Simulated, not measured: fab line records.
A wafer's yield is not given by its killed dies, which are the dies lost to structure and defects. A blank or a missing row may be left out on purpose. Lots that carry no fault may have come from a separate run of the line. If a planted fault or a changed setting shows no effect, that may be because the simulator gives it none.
Commonality check across tools    flow ritCmos    14 lots and 42 wafers in the sample

== WHAT PROMPTED THE OPENING ==
At RIT_M1_RS_MEAS_01 the reading M1_AL_RS is flagged on 2 of 14 lots. No-fault wafers: 0.0737 ohm/sq, standard deviation 0.00071.
Rule: flag the lot when none of its wafers has a number, or when each of its wafers that has one lies beyond 4 standard deviations from that mean. As for the other lots, they are considered sound.

lot   measured     on            M1_AL_RS (ohm/sq), wafer by wafer  flag
L778  day 3 06:46  filmMetro-03  0.0737 0.0751 0.0739               
L779  day 3 12:34  filmMetro-03  0.0744 0.0739 0.0744               
L780  day 3 18:50  filmMetro-03  0.0742 0.0734 0.0742               
L781  day 3 23:35  filmMetro-02  0.0747 0.0742 0.0753               
L782  day 4 01:39  filmMetro-04  0.0749 0.0745 0.0751               
L786  day 4 23:01  filmMetro-03  0.0817 0.0818 0.0817               FLAGGED
L788  day 5 08:16  filmMetro-02  0.0815 0.0811 0.0811               FLAGGED
L789  day 5 13:47  filmMetro-04  0.0750 0.0752 0.0750               
L791  day 6 01:04  filmMetro-02  0.0734 0.0725 0.0726               
L793  day 6 12:26  filmMetro-02  0.0745 0.0736 0.0743               
L795  day 6 19:23  filmMetro-02  0.0744 0.0730 0.0739               
L797  day 7 04:44  filmMetro-04  0.0734 0.0736 0.0740               
L799  day 7 16:25  filmMetro-03  0.0726 0.0731 0.0729               
L800  day 8 00:34  filmMetro-03  0.0736 0.0734 0.0730               
The mean of the flagged lots' numbers is 0.0815 ohm/sq, +0.0078 ohm/sq from the usual (+11 standard deviations).

== LOT BY LOT: THE TOOL USED ==
The record keeps 1 process step preceding the reading, out of 202 steps on the route. In each cell: the tool, then ch and the chambers that the sampled wafers went through, then the start.
lot   flag     RIT_M1_SPUTTER_00
L778           pvdSputter-03, day 3 06:25
L779           pvdSputter-04, day 3 12:16
L780           pvdSputter-03, day 3 18:29
L781           pvdSputter-03, day 3 23:17
L782           pvdSputter-04, day 4 01:20
L786  FLAGGED  pvdSputter-04, day 4 22:44
L788  FLAGGED  pvdSputter-04, day 5 07:56
L789           pvdSputter-03, day 5 13:29
L791           pvdSputter-03, day 6 00:46
L793           pvdSputter-03, day 6 12:08
L795           pvdSputter-03, day 6 19:05
L797           pvdSputter-03, day 7 04:25
L799           pvdSputter-02, day 7 16:04
L800           pvdSputter-03, day 8 00:16
What the steps here do:
- RIT_M1_SPUTTER_00: material Al, target thk 400 nm, time 500 s.
- RIT_M1_RS_MEAS_01: measures by four-point-probe.

== FLAGGED OVER TOTAL, TOOL BY TOOL (the gauges that took the reading come last) ==
step               tool           lots run  flagged  share of the flagged lots  sound lots run after its first flagged lot
RIT_M1_SPUTTER_00  pvdSputter-02  1         0        none                       -
RIT_M1_SPUTTER_00  pvdSputter-03  9         0        none                       -
RIT_M1_SPUTTER_00  pvdSputter-04  4         2        all                        0
RIT_M1_RS_MEAS_01  filmMetro-02   5         1        some                       3 (L791,L793,L795)
RIT_M1_RS_MEAS_01  filmMetro-03   6         1        some                       2 (L799,L800)
RIT_M1_RS_MEAS_01  filmMetro-04   3         0        none                       -

== WHAT THE TABLE ALLOWS ==
Rows of the table that ran each flagged lot: 1, that is pvdSputter-04 at RIT_M1_SPUTTER_00.
- pvdSputter-04 at RIT_M1_SPUTTER_00: 2 of its 4 lots flagged. Last sound lot L782 at day 4 01:20, first flagged lot L786 at day 4 22:44; a fault beginning in between fits.
Just one tool remains: pvdSputter-04 at RIT_M1_SPUTTER_00.

== WHAT THE SIMULATOR HAD PUT IN ==
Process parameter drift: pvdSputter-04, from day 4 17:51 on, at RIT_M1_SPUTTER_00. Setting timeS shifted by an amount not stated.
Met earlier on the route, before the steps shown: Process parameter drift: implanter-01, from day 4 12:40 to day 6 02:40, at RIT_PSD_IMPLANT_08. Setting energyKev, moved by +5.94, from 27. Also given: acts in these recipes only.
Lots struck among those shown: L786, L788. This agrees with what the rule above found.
